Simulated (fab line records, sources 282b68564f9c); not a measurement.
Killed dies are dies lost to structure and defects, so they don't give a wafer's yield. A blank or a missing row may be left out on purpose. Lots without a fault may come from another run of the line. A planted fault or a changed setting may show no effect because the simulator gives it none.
Which tool did it? | flow rit_cmos | 13 lots, 39 wafers sampled, at 5 steps of a route of 202

WHAT THE GAUGES READ, wafer by wafer
RIT_GATE_CD_MEAS_90: target cd 150 nm. Usual: cd_nm 149.2 nm, standard deviation 2.7.
lot  | measured    | on        | cd_nm (nm)        | flag
L787 | day 2 17:37 | cd_sem-01 | 151.2 151.9 150.6 |
L789 | day 3 07:57 | cd_sem-01 | 148.2 145.9 150.0 |
L790 | day 3 13:53 | cd_sem-02 | 149.3 149.2 148.7 |
L791 | day 3 18:35 | cd_sem-02 | 151.9 153.7 153.1 |
L792 | day 3 22:55 | cd_sem-01 | 150.0 150.1 148.6 |
L794 | day 4 11:38 | cd_sem-02 | 146.9 148.4 147.7 |
L795 | day 4 12:59 | cd_sem-02 | 147.7 148.9 148.8 |
L796 | day 4 17:29 | cd_sem-01 | 155.1 152.3 152.1 |
L802 | day 5 20:44 | cd_sem-02 | 148.8 149.0 148.0 |
L804 | day 6 06:48 | cd_sem-02 | 146.8 150.3 147.9 |
L807 | day 6 20:55 | cd_sem-02 | 150.6 151.8 149.9 |
L808 | day 7 02:30 | cd_sem-02 | 147.1 146.2 148.9 |
L809 | day 7 04:48 | cd_sem-02 | 148.1 147.1 147.0 |

RIT_SDANNEAL_RS_MEAS_04: measures by four-point-probe. Usual: PSD_RS 115.79 ohm/sq, standard deviation 0.26.
lot  | measured    | on            | PSD_RS (ohm/sq)      | flag
L787 | day 3 06:29 | film_metro-03 | 116.32 116.06 116.22 |
L789 | day 3 22:09 | film_metro-02 | 115.63 115.64 115.83 |
L790 | day 4 02:58 | film_metro-03 | 116.18 115.92 115.88 |
L791 | day 4 07:15 | film_metro-03 | 115.87 115.73 116.01 |
L792 | day 4 12:19 | film_metro-03 | 115.96 116.05 115.59 |
L794 | day 5 01:04 | film_metro-04 | 116.05 115.93 116.19 |
L795 | day 5 03:50 | film_metro-04 | 116.25 115.94 116.01 |
L796 | day 5 06:48 | film_metro-04 | 116.11 116.13 115.73 |
L802 | day 6 09:53 | film_metro-03 | 115.54 115.20 115.50 |
L804 | day 6 19:56 | film_metro-02 | 116.13 115.77 116.17 |
L807 | day 7 10:20 | film_metro-03 | 115.87 115.26 115.58 |
L808 | day 7 15:04 | film_metro-04 | 115.88 115.81 115.55 |
L809 | day 7 17:14 | film_metro-02 | 115.78 115.83 115.76 |

RIT_CONTACT_CD_MEAS_08: target cd 1000 nm. Usual: cd_nm 1000.8 nm, standard deviation 2.3.
lot  | measured    | on        | cd_nm (nm)           | flag
L787 | day 3 08:40 | cd_sem-01 | 999.5 999.9 1001.0   |
L789 | day 4 00:17 | cd_sem-01 | 1001.6 1002.5 1000.5 |
L790 | day 4 05:15 | cd_sem-01 | 1002.0 999.1 1000.0  |
L791 | day 4 09:32 | cd_sem-01 | 1001.3 1000.5 1002.4 |
L792 | day 4 14:31 | cd_sem-02 | 1004.8 1006.5 1003.5 |
L794 | day 5 03:16 | cd_sem-02 | 1001.0 1002.6 1000.5 |
L795 | day 5 06:02 | cd_sem-01 | 997.8 996.3 998.8    |
L796 | day 5 08:53 | cd_sem-01 | 999.0 1001.3 999.4   |
L802 | day 6 12:10 | cd_sem-02 | 1001.2 1001.9 1001.1 |
L804 | day 6 22:01 | cd_sem-02 | 999.8 1001.2 1000.5  |
L807 | day 7 12:32 | cd_sem-01 | 999.1 997.4 999.2    |
L808 | day 7 17:16 | cd_sem-02 | 999.3 997.5 999.7    |
L809 | day 7 19:30 | cd_sem-02 | 1001.2 1000.1 1000.0 |

RIT_M1_CD_MEAS_09: target cd 2600 nm. Usual: cd_nm 2600.5 nm, standard deviation 2.1.
lot  | measured    | on        | cd_nm (nm)                                | flag
L787 | day 3 11:21 | cd_sem-01 | 2599.7 2600.0 2600.2                      |
L789 | day 4 03:05 | cd_sem-01 | 2603.0 2603.2 2603.1                      |
L790 | day 4 07:45 | cd_sem-01 | 2602.1 2602.4 2600.6                      |
L791 | day 4 12:10 | cd_sem-02 | 2600.3 2598.6 2600.0                      |
L792 | day 4 17:05 | cd_sem-02 | 2595.9 2596.6 2596.8                      |
L794 | day 5 06:07 | cd_sem-02 | 2753.3 2752.0 2753.3 2753.7 2752.0 2753.4 | OFF
L795 | day 5 08:40 | cd_sem-02 | 2601.5 2602.4 2602.7                      |
L796 | day 5 11:32 | cd_sem-02 | 2599.2 2600.5 2596.7                      |
L802 | day 6 14:50 | cd_sem-02 | 2599.9 2599.8 2601.1                      |
L804 | day 7 00:50 | cd_sem-02 | 2600.1 2603.4 2599.6                      |
L807 | day 7 15:02 | cd_sem-02 | 2598.3 2598.5 2598.7                      |
L808 | day 7 19:53 | cd_sem-01 | 2596.9 2598.0 2598.9                      |
L809 | day 7 22:07 | cd_sem-02 | 2602.8 2601.0 2604.9                      |

WHICH TOOL RAN EACH LOT (tool, then ch and the chambers of the sampled wafers, then the start)
lot  | RIT_M1_EXPOSE_06
L787 | iline_stepper-02 ch 0, day 3 10:55
L789 | iline_stepper-01 ch 0, day 4 02:40
L790 | iline_stepper-01 ch 0, day 4 07:19
L791 | iline_stepper-01 ch 0, day 4 11:44
L792 | iline_stepper-01 ch 0, day 4 16:35
L794 | iline_stepper-02 ch 0, day 5 05:41
L795 | iline_stepper-01 ch 0, day 5 08:14
L796 | iline_stepper-02 ch 0, day 5 11:07
L802 | iline_stepper-02 ch 0, day 6 14:24
L804 | iline_stepper-01 ch 0, day 7 00:24
L807 | iline_stepper-01 ch 0, day 7 14:36
L808 | iline_stepper-02 ch 0, day 7 19:28
L809 | iline_stepper-02 ch 0, day 7 21:41
- RIT_M1_EXPOSE_06: exposes mask M12, target cd 2600 nm.

WHAT THE TOOLS THEMSELVES READ (means of the sampled wafers that have a number; where no wafer has one, the mark that the record gives instead)
RIT_M1_EXPOSE_06. Usual: reticle_temp_C 23.00 C, standard deviation 0.1.
lot  | tool             | reticle_temp_C (C) | flag
L787 | iline_stepper-02 | 23.08              |
L789 | iline_stepper-01 | 22.86              |
L790 | iline_stepper-01 | 22.89              |
L791 | iline_stepper-01 | 22.87              |
L792 | iline_stepper-01 | 23.00              |
L794 | iline_stepper-02 | 22.95              |
L795 | iline_stepper-01 | 23.05              |
L796 | iline_stepper-02 | 23.03              |
L802 | iline_stepper-02 | 22.98              |
L804 | iline_stepper-01 | 22.99              |
L807 | iline_stepper-01 | 23.08              |
L808 | iline_stepper-02 | 22.95              |
L809 | iline_stepper-02 | 22.99              |

THE ANSWER, worked out from the rows above alone
Rule: a lot is off if the mean of its wafers that have a number lies more than 3 standard deviations from the usual mean. A lot without any number at a reading at which 4 lots or more have one is off too. The other lots that the step has rows for count as sound. The gauges are gone through in route order, then the tools' own readings, and for those a lot's mean is taken as printed above. The first step at which some lot is off is used, and at that step the reading that is off furthest; a lot without a number counts as furthest.
Off: L794, at RIT_M1_CD_MEAS_09 (cd_nm).
A tool fits if, at a process step before that reading, it ran every lot that is off, and no sound lot after the first of them. The gauges at RIT_M1_CD_MEAS_09 are tried like those tools. None of those tried fits.

WHAT THE SIMULATOR HAD PUT IN
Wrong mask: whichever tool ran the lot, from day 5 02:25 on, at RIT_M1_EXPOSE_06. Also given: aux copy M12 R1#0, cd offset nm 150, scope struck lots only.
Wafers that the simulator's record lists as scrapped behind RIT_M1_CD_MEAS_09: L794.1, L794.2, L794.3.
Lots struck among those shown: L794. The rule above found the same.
